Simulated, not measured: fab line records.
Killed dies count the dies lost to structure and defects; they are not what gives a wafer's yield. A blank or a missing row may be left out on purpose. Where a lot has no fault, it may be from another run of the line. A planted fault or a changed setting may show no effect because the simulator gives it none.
fab line records    flow rit_cmos
record: lots: 15  wafers: 45  last_day: 7
route steps=202 shown SILICIDE@167
lots untouched by any fault: they come from a run of this same line in which no faults occurred
start_h: hours from the record's opening day to when the first of the lot's shown wafers began    wait_h: time in hours since the lot's previous step    " as in the row above    L1.1+2: a row that stands for several wafers    - value missing, or start not given    * or withheld: withheld    < > ~ a bound
route shown NAME@n: a module of which the file shows steps, and the number in the route of the first    usual: the fault-free wafers' mean and standard deviation    same: alike in all rows    chamber/n: place in a boat    sites: readings site by site    _std_site: standard deviation across them    _edge_site: inner sites' mean taken away from outer sites' mean    radius_mm: how far each site lies from the wafer's centre    mask NAME#n: copy n    behind: the tool/chamber that last shaped the wafer    hold: why the lot went on hold/how many hours it stayed there/how the hold came to an end    device: the n, p or np transistor that did not switch    end of line: the tests these same wafers got at the end of their route    for a step that has no rows: nothing shown but its recipe    killed: at the first sort, the dies lost to defects and structure; wafer yield is something else    map: per-die view of a wafer (x killed, . not killed, _ where there is no die)
set.NAME: the setting that was run; set.NAME@STEP: the one run at that earlier step    model.NAME: the simulator's own value behind a step, which no gauge read
a sample of lots followed through the steps of the route, with each step as a table and each wafer as a row
services: when a tool's chamber went out of use (start_h, in hours from the record's first day, below 0 if earlier), for how many hours, and the reason
== steps ==
step: RIT_SILICIDE_RTA_06
recipe: temp_c: 750  time_s: 10  idle_temp_c: 25  ramp_up_s: 5  ramp_down_s: 10  cool_to_c: 25  ambient: N2
usual: anneal_temp_c_max: 753.5/1.6  chamber_o2_ppm: 1.995/0.021  wafer_temp_C_max: 753.2/0.69
lot.wafer  tool           chamber  start_h  wait_h  anneal_temp_c_max  chamber_o2_ppm  wafer_temp_C_max
L548.1     rtp_anneal-01  0        50.00    0.0     751.6              1.989           752.4
L548.2     "              0        "        "       752.4              1.954           751.9
L548.5     "              0        "        "       753.0              1.962           753.6
L549.1     rtp_anneal-02  0        56.13    0.0     755.1              2.001           753.4
L549.3     "              0        "        "       754.8              2.000           752.8
L549.4     "              0        "        "       754.3              1.989           752.7
L550.2     rtp_anneal-01  0        63.79    0.0     752.3              2.049           752.8
L550.3     "              0        "        "       752.0              2.006           752.7
L550.5     "              0        "        "       751.8              2.014           754.7
L551.4     rtp_anneal-02  0        67.79    0.0     756.0              2.028           753.6
L551.5     "              0        "        "       756.4              2.025           753.5
L551.6     "              0        "        "       754.5              2.004           753.2
L552.3     rtp_anneal-01  0        71.45    0.0     751.9              2.013           753.4
L552.4     "              0        "        "       752.6              2.016           753.0
L552.5     "              0        "        "       752.0              2.006           753.9
L554.2     rtp_anneal-01  0        80.86    0.0     752.8              1.997           752.9
L554.5     "              0        "        "       752.1              1.990           753.2
L554.6     "              0        "        "       752.2              1.983           752.7
L555.3     rtp_anneal-02  0        84.50    0.0     756.2              1.986           752.8
L555.4     "              0        "        "       754.8              1.996           753.5
L555.5     "              0        "        "       755.3              1.961           753.0
L556.1     rtp_anneal-01  0        91.47    0.0     751.4              1.977           752.8
L556.2     "              0        "        "       752.0              1.974           753.0
L556.5     "              0        "        "       751.3              1.959           753.8
L557.3     rtp_anneal-02  0        96.72    0.0     754.0              2.047           753.2
L557.5     "              0        "        "       756.3              1.994           752.8
L557.6     "              0        "        "       755.3              2.004           754.4
L558.1     rtp_anneal-01  0        100.63   0.0     751.9              2.008           752.0
L558.2     "              0        "        "       752.7              2.006           753.1
L558.5     "              0        "        "       752.2              2.011           754.1
L560.1     rtp_anneal-01  0        109.40   0.0     751.8              1.992           753.6
L560.3     "              0        "        "       751.8              2.025           752.8
L560.6     "              0        "        "       752.5              1.983           752.9
L563.1     rtp_anneal-02  -        124.98   0.0     -                  -               -
L563.4     "              -        "        "       -                  -               -
L563.6     "              -        "        "       -                  -               -
L564.2     rtp_anneal-01  -        130.72   0.0     -                  -               -
L564.3     "              -        "        "       -                  -               -
L564.4     "              -        "        "       -                  -               -
L565.1     rtp_anneal-02  -        136.76   0.0     -                  -               -
L565.2     "              -        "        "       -                  -               -
L565.3     "              -        "        "       -                  -               -
L568.1     rtp_anneal-01  0        152.13   0.0     752.3              2.000           753.4
L568.2     "              0        "        "       752.4              2.034           753.2
L568.4     "              0        "        "       751.6              1.998           753.1
== services ==
tool           chamber  start_h  hours  kind
rtp_anneal-01  -        142.21   6.5    pm
== key ==
first_sign: step: RIT_SILICIDE_RTA_06  reading: tool_record  direction: missing
effect none on later readings
met_at RIT_SILICIDE_RTA_06
struck_lots L563,L564,L565
later_rows_left_out L563.1,L563.4,L563.6,L564.2,L564.3,L564.4,L565.1,L565.2,L565.3
sort_left_out L563.1,L563.4,L563.6,L564.2,L564.3,L564.4,L565.1,L565.2,L565.3
tester_left_out L563,L564,L565
onset_between 109.40 124.98
fault: kind: skipped_step_whole  tool: rtp_anneal-01,rtp_anneal-02  chamber: -  onset_h: 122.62  steps: RIT_SILICIDE_RTA_06  scope: struck_lots_only
tester_left_out: of these lots the tester's yield and bins aren't shown, on N5 and GAA mostly nor the transistor test; their killed dies are dies lost to structure and defects alone, not to doping, threshold or leakage, so they don't give the yield
sort_left_out: the simulated sort isn't trusted on such a fault, so these wafers' sort isn't shown, and their yield isn't known
later_rows_left_out: the simulator's readings of these wafers behind a module that went badly wrong aren't trusted and aren't shown, but for the sort
